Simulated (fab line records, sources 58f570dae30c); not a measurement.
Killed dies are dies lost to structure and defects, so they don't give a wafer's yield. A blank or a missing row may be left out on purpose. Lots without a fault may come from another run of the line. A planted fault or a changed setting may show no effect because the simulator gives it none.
fab line records | flow berkeley_cmos170
record lots=14 wafers=42 last_day=12
route steps=331 shown PWELL@51 PFIELD@86 GATE@131 M2@272
lots that met no fault: from a run of the same line without faults
start_h: hours from the record's first day to the start of the lot's first wafer shown | wait_h: hours since the lot's step before | " the same as in the row above | L1.1+2: a row that stands for several wafers | - no value, or no start given | * or withheld: withheld | < > ~ a bound
route shown NAME@n: a module of which the file shows steps, and the number in the route of the first | usual: mean/standard deviation of fault-free wafers | same: alike in all rows | chamber/n: place in a boat | sites: the reading at each site | _std_site: their standard deviation | _edge_site: outer sites' mean less inner sites' | radius_mm: how far each site lies from the wafer's centre | mask NAME#n: copy n | behind: the tool/chamber that last shaped the wafer | hold: why the lot was held/for how many hours/how that ended | device: the transistor (n, p or np) that didn't switch | end of line: the same wafers' tests at the end of the route | a step without rows: its recipe alone | killed: dies lost to structure and defects at the first sort, not the wafer's yield | map: a wafer's dies, x killed, . not, _ none there
set.NAME: the setting as run; set.NAME@STEP: as run at that earlier step | model.NAME: the simulator's own value behind a step, which no gauge read
steps of the route over a sample of lots; a table a step, a row a wafer
services: from which hour (start_h, from the record's first day; less than 0 if before it) a tool's chamber was out of use, for how many hours, and why
## steps
# step UCB170_PWELL_TW_MEAS_17
# usual PWELL_TW=379.6/1.9
# columns lot.wafer tool chamber start_h wait_h PWELL_TW
L362.2 film_metro-02 - 47.35 0.1 378.2
L362.4 " - " " 379.6
L362.5 " - " " 378.9
L364.1 film_metro-01 - 64.55 0.1 380.6
L364.2 " - " " 380.6
L364.3 " - " " 383.6
L366.1 film_metro-04 - 64.78 0.1 375.1
L366.4 " - " " 378.0
L366.6 " - " " 376.7
L367.4 film_metro-01 - 72.92 0.1 380.3
L367.5 " - " " 377.2
L367.6 " - " " 377.8
L370.2 film_metro-02 - 87.51 0.1 380.1
L370.3 " - " " 380.4
L370.6 " - " " 380.6
L373.1 film_metro-04 - 101.25 0.1 381.1
L373.3 " - " " 376.9
L373.6 " - " " 378.5
L376.1 film_metro-04 - 125.94 0.1 376.7
L376.2 " - " " 379.0
L376.5 " - " " 377.9
L378.1 film_metro-04 - 136.54 0.1 376.0
L378.3 " - " " 375.5
L378.4 " - " " 377.6
L377.3 film_metro-01 - 136.56 0.1 379.8
L377.4 " - " " 379.9
L377.5 " - " " 381.3
L379.3 film_metro-01 - 143.30 0.1 380.7
L379.4 " - " " 383.4
L379.6 " - " " 383.0
L381.1 film_metro-02 - 160.26 0.1 381.1
L381.2 " - " " 377.9
L381.3 " - " " 380.2
L382.1 film_metro-01 - 160.50 0.1 381.5
L382.2 " - " " 381.6
L382.3 " - " " 382.3
L384.2 film_metro-04 - 166.66 0.1 378.4
L384.3 " - " " 378.9
L384.4 " - " " 377.1
L385.2 film_metro-02 - 166.73 0.1 380.1
L385.4 " - " " 379.6
L385.6 " - " " 379.3
# step UCB170_PFIELD_IMPLANT_07
# recipe species=B dose_cm2=2e+13 energy_kev=80 tilt_deg=7
# usual beam_energy_keV=79.997/0.023 end_station_pressure_torr=5.06e-06/2.8e-07
# columns lot.wafer tool chamber start_h wait_h beam_energy_keV end_station_pressure_torr
L362.2 implanter-02 0 73.15 0.0 79.975 5.03e-06
L362.4 " 0 " " 79.989 4.99e-06
L362.5 " 0 " " 79.977 4.92e-06
L364.1 implanter-02 0 93.19 0.0 80.009 5.04e-06
L364.2 " 0 " " 79.990 4.87e-06
L364.3 " 0 " " 79.993 5.26e-06
L366.1 implanter-04 0 93.90 0.0 79.976 5.04e-06
L366.4 " 0 " " 79.969 5.25e-06
L366.6 " 0 " " 80.010 5.21e-06
L367.4 implanter-01 0 102.15 0.1 80.015 4.7e-06
L367.5 " 0 " " 80.015 5.14e-06
L367.6 " 0 " " 79.997 5.22e-06
L370.2 implanter-01 0 121.91 0.0 79.991 5e-06
L370.3 " 0 " " 80.012 5.17e-06
L370.6 " 0 " " 79.966 5.05e-06
L373.1 implanter-02 0 150.37 0.0 81.010 5.4e-06
L373.3 " 0 " " 81.006 4.97e-06
L373.6 " 0 " " 81.050 5.02e-06
L376.1 implanter-02 0 154.45 0.0 81.004 5.34e-06
L376.2 " 0 " " 81.035 5.26e-06
L376.5 " 0 " " 81.042 5.18e-06
L377.3 implanter-04 0 162.48 0.1 80.012 5.18e-06
L377.4 " 0 " " 79.984 5.17e-06
L377.5 " 0 " " 80.018 5.14e-06
L378.1 implanter-01 0 162.70 0.0 79.965 4.92e-06
L378.3 " 0 " " 80.008 5.31e-06
L378.4 " 0 " " 80.008 4.79e-06
L379.3 implanter-01 0 171.32 0.1 79.980 5.15e-06
L379.4 " 0 " " 80.013 5.29e-06
L379.6 " 0 " " 80.030 4.59e-06
L381.1 implanter-04 0 184.17 0.0 80.044 4.93e-06
L381.2 " 0 " " 80.019 4.76e-06
L381.3 " 0 " " 80.016 5.36e-06
L382.1 implanter-01 0 184.32 0.0 79.967 5.26e-06
L382.2 " 0 " " 79.973 5.31e-06
L382.3 " 0 " " 80.024 5.06e-06
L384.2 implanter-01 0 202.75 0.1 79.996 4.63e-06
L384.3 " 0 " " 80.000 4.94e-06
L384.4 " 0 " " 80.003 4.93e-06
L385.2 implanter-01 0 203.20 0.3 79.978 5.56e-06
L385.4 " 0 " " 80.014 5.29e-06
L385.6 " 0 " " 80.010 5.36e-06
# step UCB170_GATE_THK_MEAS_05
# recipe reads=poly-Si_of_GATE_CVD_04
# usual GATE_POLY_THK=213.7/2.3
# columns lot.wafer tool chamber start_h wait_h GATE_POLY_THK[nm]
L362.2 film_metro-02 - 122.97 0.0 216.6
L362.4 " - " " 217.1
L362.5 " - " " 215.9
L364.1 film_metro-01 - 145.17 0.0 216.1
L364.2 " - " " 214.2
L364.3 " - " " 215.1
L366.1 film_metro-02 - 145.17 0.0 210.4
L366.4 " - " " 210.7
L366.6 " - " " 211.3
L367.4 film_metro-02 - 148.62 0.0 214.3
L367.5 " - " " 213.3
L367.6 " - " " 213.4
L370.2 film_metro-02 - 167.03 0.0 210.8
L370.3 " - " " 212.2
L370.6 " - " " 211.5
L373.1 film_metro-01 - 182.92 0.0 212.7
L373.3 " - " " 213.2
L373.6 " - " " 215.8
L376.1 film_metro-03 - 192.24 0.0 216.2
L376.2 " - " " 216.1
L376.5 " - " " 215.3
L378.1 film_metro-02 - 198.32 0.0 215.3
L378.3 " - " " 215.8
L378.4 " - " " 214.9
L377.3 film_metro-03 - 198.34 0.0 212.5
L377.4 " - " " 213.4
L377.5 " - " " 211.6
L379.3 film_metro-01 - 208.89 0.0 216.4
L379.4 " - " " 214.1
L379.6 " - " " 215.0
L381.1 film_metro-01 - 220.08 0.0 214.9
L381.2 " - " " 216.0
L381.3 " - " " 217.0
L382.1 film_metro-02 - 220.08 0.0 215.8
L382.2 " - " " 215.4
L382.3 " - " " 215.7
L384.2 film_metro-01 - 243.74 0.0 210.6
L384.3 " - " " 209.8
L384.4 " - " " 211.0
L385.2 film_metro-03 - 243.74 0.0 217.3
L385.4 " - " " 215.4
L385.6 " - " " 216.3
# step UCB170_M2_SPUTTER_01
# recipe material=Al target_thk_nm=900 time_s=120 power_w=6000 chamber_pressure_pa=0.5
# usual throttle_valve_pct=30.2/0.98
# columns lot.wafer tool chamber start_h wait_h throttle_valve_pct
L362.2 pvd_sputter-02 - 154.67 0.0 30.6
L362.4 " - " " 29.8
L362.5 " - " " 32.1
L366.1 pvd_sputter-03 - 174.31 0.0 30.9
L366.4 " - " " 30.7
L366.6 " - " " 28.0
L364.1 pvd_sputter-03 - 178.87 0.0 27.9
L364.2 " - " " 30.6
L364.3 " - " " 29.5
L367.4 pvd_sputter-01 - 183.82 0.0 29.7
L367.5 " - " " 29.5
L367.6 " - " " 30.5
L370.2 pvd_sputter-02 - 203.76 0.0 30.4
L370.3 " - " " 31.4
L370.6 " - " " 29.7
L373.1 pvd_sputter-02 - 215.98 0.0 29.7
L373.3 " - " " 30.5
L373.6 " - " " 29.9
L376.1 pvd_sputter-01 - 224.87 0.0 29.0
L376.2 " - " " 29.4
L376.5 " - " " 29.4
L378.1 pvd_sputter-02 - 227.31 0.0 30.5
L378.3 " - " " 29.9
L378.4 " - " " 31.4
L377.3 pvd_sputter-01 - 227.55 0.0 29.1
L377.4 " - " " 30.5
L377.5 " - " " 29.4
L379.3 pvd_sputter-02 - 239.79 0.0 31.1
L379.4 " - " " 30.5
L379.6 " - " " 30.7
L381.1 pvd_sputter-03 - 251.75 0.0 30.7
L381.2 " - " " 29.5
L381.3 " - " " 28.0
L382.1 pvd_sputter-01 - 252.05 0.0 29.5
L382.2 " - " " 29.6
L382.3 " - " " 30.4
L385.2 pvd_sputter-02 - 276.78 0.0 30.9
L385.4 " - " " 32.1
L385.6 " - " " 31.4
L384.2 pvd_sputter-01 - 276.91 0.0 29.7
L384.3 " - " " 29.4
L384.4 " - " " 29.7
## services
# columns tool chamber start_h hours kind
implanter-04 - 68.74 16.1 repair
implanter-02 - 77.36 4.0 repair
implanter-01 - 84.64 3.5 pm
implanter-02 - 175.25 2.5 repair
pvd_sputter-02 - 177.46 4.4 repair
implanter-02 - 178.38 6.5 repair
implanter-01 - 182.35 1.3 repair
implanter-04 - 189.75 2.7 repair
implanter-04 - 200.75 3.0 pm
implanter-02 - 202.14 2.4 pm
implanter-04 - 204.38 3.0 repair
implanter-01 - 218.52 11.3 repair
implanter-02 - 274.31 1.4 repair
## key
first_sign step=UCB170_PFIELD_IMPLANT_07 reading=beam_energy_keV direction=up sigmas=45 usual=79.997 struck=81.024
effect none on later readings
met_at UCB170_PFIELD_IMPLANT_07
struck_lots L373,L376
tester_left_out L373,L376
not_acting_at UCB170_PWELL_TW_MEAS_17,UCB170_GATE_THK_MEAS_05,UCB170_M2_SPUTTER_01
onset_between 93.19 150.37
fault kind=process_parameter_drift tool=implanter-02 chamber=- onset_h=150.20 steps=UCB170_PFIELD_IMPLANT_07 channel=energy_kev offset=1.0494 shape=step end_h=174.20 acts_in=these_recipes_only stated=80
# tester_left_out: of these lots the tester's yield and bins aren't shown, on N5 and GAA mostly nor the transistor test; their killed dies are dies lost to structure and defects alone, not to doping, threshold or leakage, so they don't give the yield
